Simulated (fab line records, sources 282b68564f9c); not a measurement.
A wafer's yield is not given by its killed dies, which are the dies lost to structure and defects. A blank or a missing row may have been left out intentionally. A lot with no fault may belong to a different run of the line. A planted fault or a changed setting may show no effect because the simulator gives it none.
The tool behind it: which one? -- flow rit_cmos -- Sampling: 14 lots, 42 wafers, 5 of 202 route steps

== WHAT THE GAUGES READ, wafer by wafer ==
RIT_NWELL_OVL_MEAS_06. Usual: NWELL_OVL typically reads 1.3 nm, with standard deviation 1.3.
lot,measured,on,NWELL_OVL (nm),flag
L891,day 1 21:08,overlay-02,0.7 0.4 0.5,
L892,day 2 04:38,overlay-01,1.8 0.7 -0.2,
L893,day 2 07:37,overlay-01,0.5 0.5 0.8,
L894,day 2 12:08,overlay-01,1.2 1.0 -0.1,
L895,day 2 16:30,overlay-02,1.7 2.6 3.0,
L896,day 2 21:22,overlay-01,4.4 0.0 2.0,
L897,day 3 03:04,overlay-02,-1.4 -1.1 -0.2,
L898,day 3 08:05,overlay-01,-0.3 -0.8 1.6,
L899,day 3 13:29,overlay-01,2.4 2.5 2.5,
L900,day 3 18:22,overlay-02,2.8 2.6 3.2,
L903,day 4 08:17,overlay-02,2.2 2.0 0.6,
L907,day 5 04:20,overlay-01,1.6 2.9 3.1,
L909,day 5 20:35,overlay-02,0.9 0.6 2.4,
L910,day 5 22:10,overlay-01,0.9 3.3 0.8,

RIT_NLDD_TW_MEAS_10. Usual: NLDD_TW typically reads 2490, with standard deviation 22.
lot,measured,on,NLDD_TW,flag
L891,day 2 18:39,film_metro-02,2482 2485 2466,
L892,day 3 01:15,film_metro-04,2517 2513 2511,
L893,day 3 04:37,film_metro-03,2504 2509 2508,
L894,day 3 08:47,film_metro-04,2507 2485 2513,
L895,day 3 14:17,film_metro-03,2506 2511 2504,
L896,day 3 19:47,film_metro-04,2493 2515 2497,
L897,day 3 23:40,film_metro-04,2511 2489 2502,
L898,day 4 04:48,film_metro-02,2454 2467 2461,
L899,day 4 11:26,film_metro-03,2463 2467 2468,
L900,day 4 15:40,film_metro-04,2514 2518 2522,
L903,day 5 06:14,film_metro-02,2471 2463 2462,
L907,day 6 01:57,film_metro-03,30 30 29 30 30 30,OFF
L909,day 6 17:57,film_metro-04,30 30 30 30 30 30,OFF
L910,day 6 20:31,film_metro-04,2519 2513 2522,

RIT_NSD_OVL_MEAS_06. Usual: NSD_OVL typically reads 0.5 nm, with standard deviation 1.5.
lot,measured,on,NSD_OVL (nm),flag
L891,day 2 23:38,overlay-01,1.8 1.7 2.2,
L892,day 3 06:11,overlay-02,0.4 -0.1 0.9,
L893,day 3 11:08,overlay-02,1.2 0.5 2.0,
L894,day 3 16:05,overlay-02,-2.5 -2.3 -4.3,
L895,day 3 20:07,overlay-01,1.2 0.6 2.5,
L896,day 4 00:57,overlay-02,2.7 1.0 0.6,
L897,day 4 04:39,overlay-01,0.4 -0.4 1.2,
L898,day 4 09:46,overlay-02,-0.9 -2.2 -0.2,
L899,day 4 16:25,overlay-02,1.2 0.3 0.1,
L900,day 4 20:37,overlay-02,0.6 -2.1 -1.0,
L903,day 5 11:29,overlay-02,0.1 0.8 2.5,
L910,day 7 02:39,overlay-01,-2.0 3.6 0.9,

== WHICH TOOL RAN EACH LOT (tool, then ch and the chambers of the sampled wafers, then the start) ==
lot,RIT_NLDD_DEVELOP_05,RIT_PLDD_STRIP_09
L891,"litho_track-01 ch 0, day 2 18:00","plasma_asher-04 ch 0,1, day 2 19:56"
L892,"litho_track-02 ch 0, day 3 00:00","plasma_asher-02 ch 0,1, day 3 02:40"
L893,"litho_track-03 ch 0, day 3 03:00","plasma_asher-01 ch 0,1, day 3 05:59"
L894,"litho_track-02 ch 0, day 3 08:00","plasma_asher-02 ch 0,1, day 3 10:02"
L895,"litho_track-01 ch 0, day 3 13:00","plasma_asher-02 ch 0,1, day 3 15:31"
L896,"litho_track-01 ch 0, day 3 19:00","plasma_asher-02 ch 0,1, day 3 21:04"
L897,"litho_track-03 ch 0, day 3 23:00","plasma_asher-01 ch 0,1, day 4 00:55"
L898,"litho_track-02 ch 0, day 4 04:00","plasma_asher-02 ch 0,1, day 4 06:10"
L899,"litho_track-03 ch 0, day 4 10:00","plasma_asher-01 ch 0,1, day 4 12:48"
L900,"litho_track-02 ch 0, day 4 15:00","plasma_asher-04 ch 0,1, day 4 17:02"
L903,"litho_track-01 ch 0, day 5 05:00","plasma_asher-02 ch 0,1, day 5 07:29"
L907,"litho_track-03 ch 0, day 6 01:00",-
L909,"litho_track-03 ch 0, day 6 17:00",-
L910,"litho_track-02 ch 0, day 6 19:00","plasma_asher-04 ch 0,1, day 6 22:00"
- RIT_NLDD_DEVELOP_05: develop time 50 s.
- RIT_PLDD_STRIP_09: strips in O2, time 180 s.

== WHAT THE TOOLS THEMSELVES READ (means of the sampled wafers that have a number; where no wafer has one, the mark that the record gives instead) ==
RIT_NLDD_DEVELOP_05. Usual: chill_plate_temp_C 23.01 C, standard deviation 0.11; resist_line_temp_C 23.01 C, standard deviation 0.11.
lot,tool,chill_plate_temp_C (C),resist_line_temp_C (C),flag
L891,litho_track-01,22.87,23.00,
L892,litho_track-02,22.96,23.04,
L893,litho_track-03,22.93,23.19,
L894,litho_track-02,23.02,23.02,
L895,litho_track-01,22.93,23.11,
L896,litho_track-01,23.11,22.98,
L897,litho_track-03,22.96,22.97,
L898,litho_track-02,23.04,22.92,
L899,litho_track-03,23.07,23.01,
L900,litho_track-02,22.96,22.85,
L903,litho_track-01,23.05,22.94,
L907,litho_track-03,22.91,23.09,
L909,litho_track-03,23.06,23.03,
L910,litho_track-02,23.01,22.87,

RIT_PLDD_STRIP_09. Usual: drypump_motor_current_A reads 5.5 A (standard deviation 0.34).
lot,tool,drypump_motor_current_A (A),flag
L891,plasma_asher-04,5.2,
L892,plasma_asher-02,5.8,
L893,plasma_asher-01,5.9,
L894,plasma_asher-02,5.8,
L895,plasma_asher-02,5.8,
L896,plasma_asher-02,5.8,
L897,plasma_asher-01,5.9,
L898,plasma_asher-02,5.8,
L899,plasma_asher-01,5.9,
L900,plasma_asher-04,5.1,
L903,plasma_asher-02,5.8,
L910,plasma_asher-04,5.2,

== THE ANSWER, worked out from the rows above alone ==
Rule: take the mean of a lot's wafers that have a number; if it is more than 3 standard deviations from the usual mean, the lot is off. Also off: a lot with no number at a reading for which 4 or more lots have one. Where the step has rows for the other lots, those lots are counted as sound. Order of review: gauges by route order, followed by the tools' own readings, for which a lot's mean as printed above is used. At the first step where some lot is off, the reading lying furthest off is the one used; lots without a number count as furthest.
Off: L907, L909, seen at RIT_NLDD_TW_MEAS_10 (NLDD_TW).
If a tool, at a process step before that reading, ran all the lots that are off and no sound lot after the first of them, it fits. The gauges at RIT_NLDD_TW_MEAS_10 are tried like those tools. One fits: RIT_NLDD_DEVELOP_05 on litho_track-03. Its last sound lot is L899 (day 4 10:00), its first lot that is off L907 (day 6 01:00): a fault that began between those two fits.

== WHAT HAD BEEN PUT IN BY THE SIMULATOR ==
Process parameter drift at RIT_NLDD_DEVELOP_05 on litho_track-03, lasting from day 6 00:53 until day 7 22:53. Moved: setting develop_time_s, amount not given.
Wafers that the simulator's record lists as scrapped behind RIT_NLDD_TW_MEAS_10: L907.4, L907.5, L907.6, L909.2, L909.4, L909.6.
Lots struck among those shown: L907, L909. The rule given above showed the same thing.
